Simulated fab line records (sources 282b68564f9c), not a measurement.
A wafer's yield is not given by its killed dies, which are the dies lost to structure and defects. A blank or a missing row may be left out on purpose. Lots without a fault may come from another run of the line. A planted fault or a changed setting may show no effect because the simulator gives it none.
Split-lot trial    flow rit_cmos    23 wafers read from 5 lots, route of 202 steps

THE SPLIT
At RIT_PLDD_COAT_01 (resist thk 1000 nm), the setting spin_rpm was moved away from the recipe's 3250 rpm on 8 of the 23 wafers read, by -5.1% to +4.6%. The other wafers ran this setting at the recipe's value.

FROM THE SPLIT TO THE READING: what the file shows between them, 3 steps
- RIT_PLDD_SOFTBAKE_02: time 60 s
- RIT_PLDD_EXPOSE_03: exposes mask M8, target cd 40900 nm
- RIT_PLDD_DEVELOP_05: develop time 50 s

THE READING
NOVOLAK_of_PLDD_COAT_01.thk_nm (the simulator's own value, which no gauge read), in nm, at RIT_PLDD_HARDBAKE_07 (time 60 s). The file does not state a usual value for it. The 15 wafers here that ran the recipe average 884.9 nm, standard deviation 2.7 nm.

wafer   tool, chamber at the split  spin_rpm as run, rpm  against the recipe  NOVOLAK_of_PLDD_COAT_01.thk_nm, nm  against lot-mates on the recipe
L075.1  litho_track-03, 0           3250                  recipe              882.9                               -
L075.3  litho_track-03, 0           3250                  recipe              883.5                               -
L075.5  litho_track-03, 0           3250                  recipe              882                                 -
L076.2  litho_track-04, 0           3180                  -2.2%               894.3                               +12.2
L076.3  litho_track-04, 0           3180                  -2.2%               890                                 +7.9
L076.4  litho_track-04, 0           3250                  recipe              882                                 -
L076.5  litho_track-04, 0           3250                  recipe              883.5                               -
L076.6  litho_track-04, 0           3250                  recipe              880.7                               -
L077.1  litho_track-03, 0           3250                  recipe              884.6                               -
L077.3  litho_track-03, 0           3401                  +4.6%               864.9                               -19.0
L077.4  litho_track-03, 0           3401                  +4.6%               865.4                               -18.5
L077.5  litho_track-03, 0           3401                  +4.6%               865.3                               -18.6
L077.6  litho_track-03, 0           3250                  recipe              883.1                               -
L082.1  litho_track-01, 0           3084                  -5.1%               906.3                               +21.1
L082.2  litho_track-01, 0           3084                  -5.1%               908.2                               +23.0
L082.4  litho_track-01, 0           3084                  -5.1%               908.6                               +23.4
L082.5  litho_track-01, 0           3250                  recipe              884                                 -
L082.6  litho_track-01, 0           3250                  recipe              886.4                               -
L083.1  litho_track-03, 0           3250                  recipe              886.4                               -
L083.2  litho_track-03, 0           3250                  recipe              889.8                               -
L083.3  litho_track-03, 0           3250                  recipe              889.1                               -
L083.5  litho_track-03, 0           3250                  recipe              887.3                               -
L083.6  litho_track-03, 0           3250                  recipe              888.1                               -

FIT RESULTS
A straight line over all 23 wafers: NOVOLAK_of_PLDD_COAT_01.thk_nm changes by -4.3 nm for each +1% of spin_rpm; r = -0.98; the points scatter about the line by 2.5 nm.
The same after taking each lot's own level away (the mean of its wafers on the recipe; 23 wafers): -4.24 nm for each +1%; r = -0.99; scatter 1.3 nm.
According to that fit, moving spin_rpm by its largest amount changes the reading by 22 nm.
From 882.07 to 888.14 nm: that is the span of the lots' own levels, equal to 2.3 times the standard deviation above.
The two slopes agree, so the slope changes little with the lot-to-lot level.
Check: for one of the wafers moved furthest among these (-5.1%), held out of the fit, the line's prediction against its lot-mates is +22.2 nm. Against them it came out at +21.1 nm.

THE WHOLE CHAIN: every reading that the file lists as answering this split, in the file's order
step                  what it does        reading                                                                          change (the file's fit)               r (the file's)
RIT_PLDD_COAT_01      resist thk 1000 nm  NOVOLAK_of_PLDD_COAT_01.thk_nm (the simulator's own value, which no gauge read)  -4.88 nm for each +1% of the setting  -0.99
RIT_PLDD_HARDBAKE_07  time 60 s           NOVOLAK_of_PLDD_COAT_01.thk_nm (the simulator's own value, which no gauge read)  -4.27 nm for each +1% of the setting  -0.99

THE FILE'S OWN FIT
NOVOLAK_of_PLDD_COAT_01.thk_nm changes by -4.27 nm for each +1% of spin_rpm, r = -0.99.
